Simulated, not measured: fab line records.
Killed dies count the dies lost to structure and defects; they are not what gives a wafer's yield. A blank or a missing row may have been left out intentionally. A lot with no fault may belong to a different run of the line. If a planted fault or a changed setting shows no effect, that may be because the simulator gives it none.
Chamber matching	flow berkeleyCmos170	UCB170_SPACER_CVD_00 on pecvd-01 has 3 sister chambers
The step deposits SiO2 from TEOS/O2, target thk 376 nm, time 47 s. 3 wafers are shown with their chamber, then 7 later ones without.

EACH WAFER AND ITS CHAMBER
wafer	chamber	heaterPowerW (W)
L689.6	0	311
L690.1	1	276
L690.4	2	279

WAFERS MISSING THEIR CHAMBER
wafer	heaterPowerW (W)
L690.5	307
L693.1	269
L693.2	225
L693.3	263
L696.2	283
L696.4	262
L696.5	236

WHICH CHAMBER EACH ONE RAN IN
wafer	from the rows above	in truth
L690.5	can't be placed: 0 or 2 or 1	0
L693.1	can't be placed: 1 or 2 or 0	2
L693.2	can't be placed: 1 or 2 or 0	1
L693.3	can't be placed: 1 or 2 or 0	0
L696.2	can't be placed: 2 or 1 or 0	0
L696.4	can't be placed: 1 or 2 or 0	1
L696.5	can't be placed: 1 or 2 or 0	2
Placed correctly: 0 of 7. Can't be placed from these rows: 7 (the true chamber is among the candidates in 7). 0 placed wrongly.
How it was worked out, from the rows above alone: a wafer's distance from a chamber is the root of the sum, over the readings, of the square of ((its reading less the chamber's mean) divided by the reading's scatter). The wafer belongs to the nearest chamber; if the next one is less than 2 further off, it can't be placed. The mean given for a chamber averages the wafers shown for that chamber. The scatter: with one shown wafer a chamber, the root of the mean of the squares of how far each hidden wafer lies from its nearest shown one.
